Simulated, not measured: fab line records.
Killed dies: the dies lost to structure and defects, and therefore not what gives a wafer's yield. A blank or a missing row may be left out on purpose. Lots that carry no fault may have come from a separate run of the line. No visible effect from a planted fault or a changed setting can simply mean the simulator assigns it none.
Which tool is to blame? || flow berkeleyCmos170 || 21 wafers sampled from 7 lots at 1 step of a route of 331

WHAT EACH GAUGE READ, for each wafer
UCB170_START_BOW_MEAS_00.
{"lot": "L165", "measured": "day 2 06:02", "on": "filmMetro-03", "INCOMING_BOW (um)": "-3 -3 -7"}
{"lot": "L168", "measured": "day 2 21:04", "on": "filmMetro-02", "INCOMING_BOW (um)": "-6 5 -4"}
{"lot": "L171", "measured": "day 3 12:01", "on": "filmMetro-02", "INCOMING_BOW (um)": "6 -6 3"}
{"lot": "L174", "measured": "day 4 03:00", "on": "filmMetro-02", "INCOMING_BOW (um)": "-5 1 -3"}
{"lot": "L179", "measured": "day 5 04:02", "on": "filmMetro-01", "INCOMING_BOW (um)": "9 7 3"}
{"lot": "L182", "measured": "day 5 19:01", "on": "filmMetro-01", "INCOMING_BOW (um)": "10 3 3"}
{"lot": "L184", "measured": "day 6 05:00", "on": "filmMetro-02", "INCOMING_BOW (um)": "7 -3 4"}

WHAT TOOL EACH LOT RAN ON (gives the tool, then ch and the chambers of the sampled wafers, and finally the start)
Record: no process step prior to these readings.

THE ANSWER, worked out from the rows above alone
Rule: the lots themselves supply what counts as usual. Put in order of their means at a reading, lots are off if they are a third of the lots or fewer, leave a main group of 4 or more, and stand apart from it by a gap of 3 or more times the standard deviation of the main group's means; of several such gaps the widest counts. The tables above print the reading to a certain number of digits; a main group whose means all agree to those digits is not used. Also off: a lot with no number at a reading for which 4 or more lots have one. The other lots that the step has rows for count as sound.
No lot is off at any reading shown: from this, nothing can be told.

WHAT HAD BEEN PUT IN BY THE SIMULATOR
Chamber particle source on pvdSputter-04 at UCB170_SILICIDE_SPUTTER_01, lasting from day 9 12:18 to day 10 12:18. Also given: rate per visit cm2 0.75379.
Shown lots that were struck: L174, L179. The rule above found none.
